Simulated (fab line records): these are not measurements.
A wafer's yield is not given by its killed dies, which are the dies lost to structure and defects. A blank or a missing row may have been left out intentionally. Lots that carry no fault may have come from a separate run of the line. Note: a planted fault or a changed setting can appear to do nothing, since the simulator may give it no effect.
Problem report in the 8D (eight disciplines) form, filled by code ; flow rit cmos ; the parts of the form that need people (team, actions taken, sign-off) are left out

== 1. THE PROBLEM ==
GATE_OXIDE_THK at RIT_GATE_THK_MEAS_07 reads a mean of 3.69 nm on 6 wafers of 2 lots; wafers without a fault read 3.00 nm with a standard deviation of 0.072. That is +9.6 standard deviations from the usual mean.
Seen first at day 3 21:42 on film metro-04, wafer L367.2. The record holds 42 wafers of 14 lots with a number at this step. Rule for "out" (also "out of limits"): further than 4 standard deviations from the usual mean. Any other wafer with a number is counted as sound.

== 2. WHAT IT IS, AND WHAT IT ISN'T ==
question;is;is not
which readings at this step;GATE_OXIDE_THK;-
which lots;L367, L368;L361, L363, L364, L373, L377, L378, L379, L380, L381, L382, L383, L384
which wafers of those lots;all that have a number;-
read on which gauges;film metro-04;film metro-01, film metro-03
when;from day 3 21:42;"up to then (9 sound wafers); but 27 sound wafers of L373, L377, L378, L379, L380, L381, L382, L383, L384 came after"

== 3. THE SUSPECTS, EACH WITH WHAT RULES IT OUT ==
Counting: a tool stays on the suspect list if, at a process step up to the reading, it processed all lots that are out and no sound lot following the first of them.
- the gauge at RIT_GATE_THK_MEAS_07: ruled out. All the wafers that are out were read on film metro-04, but those of them that RIT_GATE_OXIDATION_05 has rows for are out there too, on other tools.
- furnace-01 at RIT_GATE_OXIDATION_05 (target thk 3 nm, ox time 270 s): ruled out as a lasting fault. The sound lots L380, L381, L384 went through it after L367, its earliest lot that is out (day 3 19:03).
Left after counting: nothing in the record.

== 4. THE CAUSE (what the simulator had put in) ==
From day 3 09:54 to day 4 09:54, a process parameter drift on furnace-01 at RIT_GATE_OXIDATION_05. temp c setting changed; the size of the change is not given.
Counting ruled it out, wrongly: the rule takes a fault to strike every lot that its tool runs from its start on, and this one did not.

== 5. THE EFFECT CHAIN, in route order ==
One row per reading whose mean, taken over the struck wafers that have a number, lies over 3 standard deviations from the usual. Readings are gone through only where the record gives a usual standard deviation; hours: the median, over the lots, of the time from a lot's start at the first step in this table giving one to that lot's start at this step; sigmas: the change measured in usual standard deviations.
hours;step;reading;usual;on struck wafers;change;sigmas
0;RIT_GATE_OXIDATION_05;spike tc centre C;902.6 C;917.0;+14.4;+15
0;RIT_GATE_OXIDATION_05;spike tc load C;923.2 C;941.3;+18.1;+7.2
0;RIT_GATE_OXIDATION_05;spike tc source C;923.1 C;938.6;+15.5;+5.4
0;RIT_GATE_OXIDATION_05;tube center temp C;900 C;915;+15;+99 or more
0;RIT_GATE_OXIDATION_05;tube_center_temp_C_max;902.3;917.3;+15.0;+39
3;RIT_GATE_THK_MEAS_07;GATE_OXIDE_THK;3.00 nm;3.69;+0.69;+9.6
The process steps in it:
- RIT_GATE_OXIDATION_05: target thk 3 nm, ox time 270 s.

== 6. HOW IT WOULD HAVE BEEN CAUGHT EARLIER ==
The first out-of-limits reading at a measuring or inspecting step in this record came at day 3 21:42, 12 hours after the fault's start at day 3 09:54.
At RIT_GATE_OXIDATION_05, the tool's own readings (spike tc centre C, spike tc load C, spike tc source C, tube center temp C, tube_center_temp_C_max) were out on each struck wafer the step has a row for, so an alarm limit on them would have fired on the first such wafer.
